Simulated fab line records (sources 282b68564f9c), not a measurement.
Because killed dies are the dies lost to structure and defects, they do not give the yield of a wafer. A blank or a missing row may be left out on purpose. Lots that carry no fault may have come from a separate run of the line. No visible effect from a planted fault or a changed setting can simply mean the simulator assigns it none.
What tool caused it? | flow ritCmos | 13 lots with 39 wafers sampled at 2 steps, on a route of 202 steps

WHAT EACH GAUGE READ, for each wafer
RIT_SDANNEAL_RS_MEAS_04: measures by four-point-probe. Usual: PSD_RS 115.9 ohm/sq, standard deviation 0.33.
lot  | measured    | on           | PSD_RS (ohm/sq)   | flag
L792 | day 3 02:14 | filmMetro-01 | 115.9 116.1 115.9 | 
L793 | day 3 07:03 | filmMetro-01 | 115.8 115.8 116.0 | 
L794 | day 3 12:07 | filmMetro-03 | 115.7 116.4 115.9 | 
L795 | day 3 15:28 | filmMetro-03 | 116.4 116.3 116.5 | 
L796 | day 3 21:26 | filmMetro-03 | 115.5 115.7 115.6 | 
L797 | day 4 02:46 | filmMetro-03 | 116.5 115.9 116.4 | 
L798 | day 4 07:31 | filmMetro-03 | 115.9 115.9 115.9 | 
L802 | day 5 03:29 | filmMetro-02 | - - -             | OFF
L804 | day 5 15:37 | filmMetro-03 | - - -             | OFF
L808 | day 6 09:02 | filmMetro-02 | 115.7 115.5 115.9 | 
L810 | day 6 20:59 | filmMetro-01 | 116.3 116.8 116.5 | 
L812 | day 7 05:52 | filmMetro-02 | 115.6 116.1 116.1 | 
L815 | day 7 22:08 | filmMetro-03 | 115.3 115.6 115.3 | 

WHICH TOOL RAN EACH LOT (tool, then ch and the chambers of the sampled wafers, then the start)
lot  | RIT_PSD_IMPLANT_08
L792 | implanter-02 ch 0, day 3 01:24
L793 | implanter-01 ch 0, day 3 06:12
L794 | implanter-03 ch 0, day 3 11:17
L795 | implanter-03 ch 0, day 3 14:37
L796 | implanter-01 ch 0, day 3 20:37
L797 | implanter-01 ch 0, day 4 01:56
L798 | implanter-02 ch 0, day 4 06:41
L802 | implanter-02 ch 0, day 5 02:40
L804 | implanter-02 ch 0, day 5 14:49
L808 | implanter-03 ch 0, day 6 08:12
L810 | implanter-03 ch 0, day 6 20:10
L812 | implanter-01 ch 0, day 7 05:04
L815 | implanter-01 ch 0, day 7 21:20
- RIT_PSD_IMPLANT_08

AS READ BY THE TOOLS THEMSELVES (means over the sampled wafers that have a number; for cases with no such wafer, the mark the record gives instead)
RIT_PSD_IMPLANT_08. Usual: doseIonsCm2 5e+15, standard deviation 5.1e+12; tiltDeg 6.999 degrees, standard deviation 0.018.
lot  | tool         | doseIonsCm2 | tiltDeg (degrees) | flag
L792 | implanter-02 | 5e+15       | 6.972             | 
L793 | implanter-01 | 5e+15       | 7.002             | 
L794 | implanter-03 | 5e+15       | 7.020             | 
L795 | implanter-03 | 5e+15       | 7.009             | 
L796 | implanter-01 | 5e+15       | 7.015             | 
L797 | implanter-01 | 5e+15       | 6.979             | 
L798 | implanter-02 | 5e+15       | 6.995             | 
L802 | implanter-02 | 5e+15       | 8.757             | OFF
L804 | implanter-02 | 5e+15       | 8.735             | OFF
L808 | implanter-03 | 5e+15       | 7.014             | 
L810 | implanter-03 | 5e+15       | 6.999             | 
L812 | implanter-01 | 5e+15       | 7.015             | 
L815 | implanter-01 | 5e+15       | 6.993             | 

THE ANSWER, worked out from the rows above alone
Rule: a lot counts as off when the mean over its wafers that have a number is more than 3 standard deviations away from the usual mean. A lot without any number at a reading at which 4 lots or more have one is off too. All remaining lots with rows at the step are treated as sound. First the gauges in route order, then the tools' own readings, where a lot's mean is used as printed above. At the first step where some lot is off, the reading lying furthest off is the one used; lots without a number count as furthest.
Off: L802, L804, at RIT_SDANNEAL_RS_MEAS_04 (PSD_RS). Without a number there: L802, L804.
If a tool, at a process step before that reading, ran all the lots that are off and no sound lot after the first of them, it fits. The gauges at RIT_SDANNEAL_RS_MEAS_04 aren't tried: what is off there is off at RIT_PSD_IMPLANT_08 too, on other tools, and a gauge's error can't cause that. One fits: implanter-02 at RIT_PSD_IMPLANT_08. A fault onset in the window from L798 (day 4 06:41, its last sound lot) to L802 (day 5 02:40, its first lot off) fits.
The tool's own readings at RIT_PSD_IMPLANT_08 bear it out: on the lots that are off they differ by more than 5 times the standard deviation of the sound lots' means. tiltDeg reads 8.746 degrees there against 7.001 degrees on the sound lots.

WHAT WAS PUT IN BY THE SIMULATOR
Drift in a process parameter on implanter-02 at RIT_PSD_IMPLANT_08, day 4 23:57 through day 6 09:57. A move of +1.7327 in setting tiltDeg, from 7. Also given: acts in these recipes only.
Struck lots among those shown: L802, L804. The rule above found the same.
